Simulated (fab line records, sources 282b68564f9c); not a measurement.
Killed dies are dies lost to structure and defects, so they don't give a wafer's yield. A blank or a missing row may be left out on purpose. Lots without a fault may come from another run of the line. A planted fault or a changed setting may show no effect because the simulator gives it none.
A struck lot beside a sound one | flow rit_cmos | 30 steps out of a route of 202
Sound: wafers L264.1, L264.3, L264.5. Struck: wafers L269.1, L269.2, L269.5. The cause comes at the end.
At each step with rows: each side's tool, then ch and its chambers, then its first start. Under that, the readings that differ: sound wafers | struck wafers | difference of the means | sigmas: that difference in standard deviations of wafers without a fault.
alike: readings whose means differ by less than 2 such deviations, and words and numbers that are the same on both sides. not compared: withheld readings, readings that some wafer has no value for, bounds like >300 that may hide the same value, and numbers for which the record gives no deviation and whose values overlap.
The two part at a step that has a row with sigmas, a row that says differs or no value, or rows on one side only. Numbers that don't overlap but have no deviation are shown without sigmas and don't part them. A reading that every wafer of one side lacks parts them only if that side has two wafers or more.

RIT_FOX2_THK_MEAS_01:
  sound on film_metro-03, day 2 04:43; struck on film_metro-01, day 3 07:22
  alike: FOX2_OXIDE_THK
then, 2 steps without rows for these wafers: RIT_FOX2_CLEAN_02 (cleans in dHF, time 180 s); RIT_FOX2_WET_ETCH_03 (etches Si3N4 in H3PO4, target depth 195 nm, time 2700 s).
RIT_FOX2_THK_MEAS_90:
  sound on film_metro-01, day 2 05:36; struck on film_metro-01, day 3 08:14
  alike: FIELD_OXIDE_LEFT_1_THK
then, 6 steps without rows for these wafers: RIT_NWELL_HMDS_00 (prime time 60 s); RIT_NWELL_COAT_01 (resist thk 1300 nm); RIT_NWELL_SOFTBAKE_02 (time 60 s); RIT_NWELL_EXPOSE_03 (exposes mask M2, target cd 43900 nm); RIT_NWELL_PEB_04; RIT_NWELL_DEVELOP_05 (develop time 68 s).
RIT_NWELL_OVL_MEAS_06:
  sound on overlay-01, day 2 06:40; struck on overlay-01, day 3 09:18
  alike: NWELL_OVL
then, 1 step without rows for these wafers: RIT_NWELL_HARDBAKE_07 (time 120 s).
RIT_NWELL_IMPLANT_08:
  sound on implanter-02 ch 0, day 2 06:57; struck on implanter-03 ch 0, day 3 09:55
RIT_NWELL_STRIP_09: strips in O2, time 180 s.
  sound on plasma_asher-01 ch 0, day 2 07:06; struck on plasma_asher-01 ch 0,1, day 3 10:04
  alike: drypump_motor_current_A, o2_flow_sccm
  not compared: rf_hours_counter_h
RIT_NWELL_TW_MEAS_10:
  sound on film_metro-04, day 2 07:16; struck on film_metro-01, day 3 10:14
  reading  | sound          | struck         | difference | sigmas
  NWELL_TW | 2157 2157 2160 | 2627 2609 2624 | +462       | +16
then, 6 steps without rows for these wafers: RIT_PWELL_HMDS_00 (prime time 60 s); RIT_PWELL_COAT_01 (resist thk 1300 nm); RIT_PWELL_SOFTBAKE_02 (time 60 s); RIT_PWELL_EXPOSE_03 (exposes mask M3, target cd 43700 nm); RIT_PWELL_PEB_04; RIT_PWELL_DEVELOP_05 (develop time 68 s).
RIT_PWELL_OVL_MEAS_06:
  sound on overlay-02, day 2 08:13; struck on overlay-02, day 3 11:27
  alike: PWELL_OVL
then, 2 steps without rows for these wafers: RIT_PWELL_HARDBAKE_07 (time 120 s); RIT_PWELL_IMPLANT_08.
RIT_PWELL_STRIP_09: strips in O2, time 180 s.
  sound on plasma_asher-01 ch 0,1, day 2 08:39; struck on plasma_asher-03 ch 0,1, day 3 11:53
  alike: drypump_motor_current_A, o2_flow_sccm
  not compared: rf_hours_counter_h
RIT_PWELL_TW_MEAS_10:
  sound on film_metro-02, day 2 08:50; struck on film_metro-02, day 3 12:07
  alike: PWELL_TW
then, 1 step without rows for these wafers: RIT_WELLDRIVE_ANNEAL_00 (time 14700 s).
RIT_WELLDRIVE_RS_MEAS_01: measures by four-point-probe.
  sound on film_metro-02, day 2 14:01; struck on film_metro-01, day 3 17:16
  reading           | sound             | struck            | difference | sigmas
  NWELL_RS (ohm/sq) | 275.3 274.6 275.3 | 182.5 182.2 183.1 | -92.5      | -99 or more
RIT_WELLDRIVE_RS_MEAS_02: measures by four-point-probe.
  sound on film_metro-02, day 2 14:08; struck on film_metro-01, day 3 17:23
  alike: PWELL_RS
RIT_M1_PROBE_99:
  sound on prober-01, day 3 20:51; struck on prober-01, day 5 00:58
  alike: killed_at_front_end, killed_dies, killed_open, killed_short

WHERE THEY PART
First at RIT_NWELL_TW_MEAS_10; last, within this record, at RIT_WELLDRIVE_RS_MEAS_01. Later steps at which nothing parts them and some readings are alike: RIT_WELLDRIVE_RS_MEAS_02, RIT_M1_PROBE_99.

WHY: what the simulator had put in
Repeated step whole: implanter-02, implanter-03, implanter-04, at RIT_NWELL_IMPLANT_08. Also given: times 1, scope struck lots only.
